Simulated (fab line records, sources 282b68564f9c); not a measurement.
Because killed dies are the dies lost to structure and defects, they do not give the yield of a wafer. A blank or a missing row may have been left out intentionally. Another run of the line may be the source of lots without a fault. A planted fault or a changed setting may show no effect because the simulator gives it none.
8D (eight disciplines) problem report, filled in by code || flow ritCmos || the parts of the form that need people (team, actions taken, sign-off) are left out

== 1. THE PROBLEM ==
NWELL_TW at RIT_NWELL_TW_MEAS_10 reads a mean of 2413 on 6 wafers of 2 lots; wafers without a fault read 2130 with a standard deviation of 18. Measured from the usual mean, that is +16 standard deviations.
First seen on wafer L533.3, day 4 19:17, on filmMetro-04. The record holds 42 wafers of 14 lots with a number at this step. The rule behind "out" and "out of limits": a value lying over 4 standard deviations away from the usual mean. All remaining wafers that have a number are taken as sound.

== 2. WHAT IT IS, AND WHAT IT ISN'T ==
{"question": "which readings at this step", "is": "NWELL_TW", "is not": "-"}
{"question": "which lots", "is": "L533, L535", "is not": "L520, L521, L522, L523, L525, L526, L528, L529, L530, L531, L532, L537"}
{"question": "which wafers of those lots", "is": "all that have a number", "is not": "-"}
{"question": "read on which gauges", "is": "filmMetro-02, filmMetro-04", "is not": "filmMetro-01"}
{"question": "when", "is": "from day 4 19:17", "is not": "up to then (33 sound wafers); but 3 sound wafers of L537 came after"}

== 3. THE SUSPECTS, EACH WITH WHAT RULES IT OUT ==
Counting: any tool at a process step up to the reading is kept as a suspect provided that every lot that is out went through it and no sound lot did after the first of them.
- the gauge at RIT_NWELL_TW_MEAS_10 is ruled out. The wafers that are out were read on 2 gauges (filmMetro-02, filmMetro-04).
- implanter-02 at RIT_NWELL_IMPLANT_08: kept. All lots that are out passed through it, beginning with L533 at day 4 18:59, and no sound lot followed; its final sound lot before that point was L532 at day 4 13:56. Its own readings are out on those wafers: doseIonsCm2, faradayCurrentUA.
The count leaves implanter-02 at RIT_NWELL_IMPLANT_08.

== 4. THE CAUSE (what the simulator had put in) ==
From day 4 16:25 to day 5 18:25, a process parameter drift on implanter-02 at RIT_NWELL_IMPLANT_08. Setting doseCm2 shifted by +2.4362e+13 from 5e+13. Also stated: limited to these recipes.
Counting left only this tool.

== 5. SEQUENCE OF EFFECTS, ordered by route ==
Each row: a reading whose mean over the struck wafers that have a number lies more than 3 standard deviations from the usual. Only readings for which the record gives a usual standard deviation are gone through. hours: the time from each lot's start at the first step in this table that gives one to its start at this step, as a median over the lots. sigmas: the change in usual standard deviations.
{"hours": 0, "step": "RIT_NWELL_IMPLANT_08", "reading": "doseIonsCm2", "usual": 5e+13, "on struck wafers": 7e+13, "change": "+2e+13", "sigmas": "+99 or more"}
{"hours": 0, "step": "RIT_NWELL_IMPLANT_08", "reading": "faradayCurrentUA", "usual": 158, "on struck wafers": 234, "change": "+76", "sigmas": "+25"}
{"hours": 0, "step": "RIT_NWELL_TW_MEAS_10", "reading": "NWELL_TW", "usual": 2130, "on struck wafers": 2413, "change": "+283", "sigmas": "+16"}
{"hours": 8, "step": "RIT_WELLDRIVE_RS_MEAS_01", "reading": "NWELL_RS", "usual": "275.4 ohm/sq", "on struck wafers": 216.8, "change": -58.6, "sigmas": -86}
Process steps it contains:
- RIT_NWELL_IMPLANT_08
Later measuring or inspecting steps at which every struck wafer that the step has a row for has a number for every such reading, and none has moved that far: RIT_NLDD_OVL_MEAS_06, RIT_NLDD_TW_MEAS_10.

== 6. WHAT WOULD HAVE CAUGHT IT SOONER ==
In this record the first reading out of limits at a measuring or inspecting step was taken at day 4 19:17, 3 hours after the fault began at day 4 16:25.
Tool's own readings at RIT_NWELL_IMPLANT_08, doseIonsCm2, faradayCurrentUA: out on all struck wafers the step has rows for; an alarm limit on them would have tripped on the first.
L535, from the lots that are out (2), started RIT_NWELL_IMPLANT_08 on implanter-02 later than day 4 19:17. Had the tool been put on hold then, it would have been spared.
